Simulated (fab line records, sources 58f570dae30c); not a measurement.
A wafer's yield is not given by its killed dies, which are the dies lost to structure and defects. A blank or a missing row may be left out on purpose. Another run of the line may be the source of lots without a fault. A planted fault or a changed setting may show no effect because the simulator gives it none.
Which of the tools did it? -- flow berkeley_cmos170 -- 42 wafers sampled from 14 lots at 1 step of a route of 331

WHAT EACH GAUGE READ, for each wafer
The record holds no reading of a measuring or inspecting step that can be judged against a usual standard deviation.

WHAT TOOL EACH LOT RAN ON (gives the tool, then ch and the chambers of the sampled wafers, and finally the start)
lot,UCB170_PSD_DEVELOP_05
L960,"litho_track-02 ch 0, day 8 02:00"
L961,"litho_track-01 ch 0, day 8 03:00"
L962,"litho_track-04 ch 0, day 8 10:00"
L964,"litho_track-04 ch 0, day 9 04:00"
L966,"litho_track-04 ch 0, day 9 11:00"
L970,"litho_track-02, day 9 19:00"
L968,"litho_track-04, day 9 20:00"
L974,"litho_track-04 ch 0, day 10 18:00"
L973,"litho_track-01 ch 0, day 10 18:00"
L978,"litho_track-04 ch 0, day 11 21:00"
L980,"litho_track-04 ch 0, day 11 21:00"
L979,"litho_track-04 ch 0, day 12 04:00"
L981,"litho_track-01 ch 0, day 12 04:00"
L977,"litho_track-02 ch 0, day 12 04:00"
- UCB170_PSD_DEVELOP_05: develop time 45 s.

AS READ BY THE TOOLS THEMSELVES (means over the sampled wafers that have a number; for cases with no such wafer, the mark the record gives instead)
UCB170_PSD_DEVELOP_05. Usual: 23.00 C for chill_plate_temp_C, sd 0.12.
lot,tool,chill_plate_temp_C (C),flag
L960,litho_track-02,23.12,
L961,litho_track-01,23.01,
L962,litho_track-04,22.82,
L964,litho_track-04,22.93,
L966,litho_track-04,23.03,
L970,litho_track-02,-,OFF
L968,litho_track-04,-,OFF
L974,litho_track-04,23.01,
L973,litho_track-01,23.22,
L978,litho_track-04,23.05,
L980,litho_track-04,23.03,
L979,litho_track-04,23.01,
L981,litho_track-01,23.01,
L977,litho_track-02,23.08,

THE ANSWER, worked out from the rows above alone
Rule: a lot counts as off when the mean over its wafers that have a number is more than 3 standard deviations away from the usual mean. Also off: a lot with no number at a reading for which 4 or more lots have one. Any other lot the step has rows for is counted as sound. Order of review: gauges by route order, followed by the tools' own readings, for which a lot's mean as printed above is used. The first step at which some lot is off is used, and at that step the reading that is off furthest; a lot without a number counts as furthest.
Off at UCB170_PSD_DEVELOP_05 (chill_plate_temp_C): L970, L968. Without a number there: L970, L968.
If a tool, at that step or one of the process steps before it, ran each lot that is off and ran no sound lot following the first of them, it fits. Of those tried, none fits.

WHAT THE SIMULATOR HAD PUT IN
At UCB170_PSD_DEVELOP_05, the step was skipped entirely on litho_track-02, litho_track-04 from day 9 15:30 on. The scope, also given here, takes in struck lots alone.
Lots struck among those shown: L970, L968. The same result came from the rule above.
